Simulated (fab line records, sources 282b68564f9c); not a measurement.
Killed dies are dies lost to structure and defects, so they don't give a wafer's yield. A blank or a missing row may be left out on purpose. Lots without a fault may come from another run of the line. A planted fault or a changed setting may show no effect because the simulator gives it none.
A struck lot beside a sound one | flow rit_cmos | 15 steps out of a route of 202
Sound: wafers L687.3, L687.4, L687.5. Struck: wafers L698.2, L698.3, L698.4. The cause comes at the end.
At each step with rows: each side's tool, then ch and its chambers, then its first start. Under that, the readings that differ: sound wafers | struck wafers | difference of the means | sigmas: that difference in standard deviations of wafers without a fault.
alike: readings whose means differ by less than 2 such deviations, and words and numbers that are the same on both sides. not compared: withheld readings, readings that some wafer has no value for, bounds like >300 that may hide the same value, and numbers for which the record gives no deviation and whose values overlap.
The two part at a step that has a row with sigmas, a row that says differs or no value, or rows on one side only. Numbers that don't overlap but have no deviation are shown without sigmas and don't part them. A reading that every wafer of one side lacks parts them only if that side has two wafers or more.

RIT_NWELL_TW_MEAS_10:
  sound on film_metro-04, day 3 13:01; struck on film_metro-04, day 5 19:53
  alike: NWELL_TW
then, 6 steps without rows for these wafers: RIT_PWELL_HMDS_00 (prime time 60 s); RIT_PWELL_COAT_01 (resist thk 1300 nm); RIT_PWELL_SOFTBAKE_02 (time 60 s); RIT_PWELL_EXPOSE_03 (exposes mask M3, target cd 43700 nm); RIT_PWELL_PEB_04; RIT_PWELL_DEVELOP_05 (develop time 68 s).
RIT_PWELL_OVL_MEAS_06:
  sound on overlay-01, day 3 14:14; struck on overlay-02, day 5 21:05
  alike: PWELL_OVL
then, 2 steps without rows for these wafers: RIT_PWELL_HARDBAKE_07 (time 120 s); RIT_PWELL_IMPLANT_08.
RIT_PWELL_STRIP_09: strips in O2, time 180 s.
  sound on plasma_asher-02 ch 0,1, day 3 14:43; struck on plasma_asher-02 ch 0,1, day 5 21:41
  alike: drypump_motor_current_A
  not compared: rf_hours_counter_h
RIT_PWELL_TW_MEAS_10:
  sound on film_metro-02, day 3 14:50; struck on film_metro-01, day 5 21:52
  alike: PWELL_TW
RIT_WELLDRIVE_ANNEAL_00: time 14700 s.
  sound on furnace-01 ch 0, day 3 14:53; struck on furnace-04 ch 0, day 5 21:55
  reading                   | sound                | struck               | difference | sigmas
  spike_tc_centre_C (C)     | 1101.4 1102.3 1101.9 | 1044.3 1044.9 1045.2 | -57.1      | -41
  spike_tc_load_C (C)       | 1127.4 1128.4 1126.6 | 1070.1 1070.7 1069.7 | -57.3      | -27
  spike_tc_source_C (C)     | 1126.1 1124.0 1125.1 | 1064.0 1064.5 1062.8 | -61.3      | -38
  tube_center_temp_C (C)    | 1099.9 1100 1100     | 1040 1039.9 1040.1   | -60        | -99 or more
  tube_center_temp_C_max    | 1102.8 1102.6 1102.9 | 1042.8 1043.4 1042.5 | -59.9      | -99 or more
  zone_power_centre_pct (%) | 49.7 50.3 49.0       | 45.6 46.6 45.4       | -3.8       | -4
  alike: zone_power_load_pct
RIT_WELLDRIVE_RS_MEAS_01: measures by four-point-probe.
  sound on film_metro-04, day 3 20:01; struck on film_metro-02, day 6 03:19
  reading           | sound             | struck            | difference | sigmas
  NWELL_RS (ohm/sq) | 275.8 276.9 275.4 | 345.4 345.9 345.8 | +69.7      | +86
  not compared: hold
RIT_M1_PROBE_99:
  the record has rows for the sound wafers here (prober-01, day 5 02:20) and none for the struck ones

WHERE THEY PART
First at RIT_WELLDRIVE_ANNEAL_00; last, within this record, at RIT_M1_PROBE_99.

WHY: what the simulator had put in
Process parameter drift: furnace-04, from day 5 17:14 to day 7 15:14, at RIT_WELLDRIVE_ANNEAL_00. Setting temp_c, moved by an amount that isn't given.
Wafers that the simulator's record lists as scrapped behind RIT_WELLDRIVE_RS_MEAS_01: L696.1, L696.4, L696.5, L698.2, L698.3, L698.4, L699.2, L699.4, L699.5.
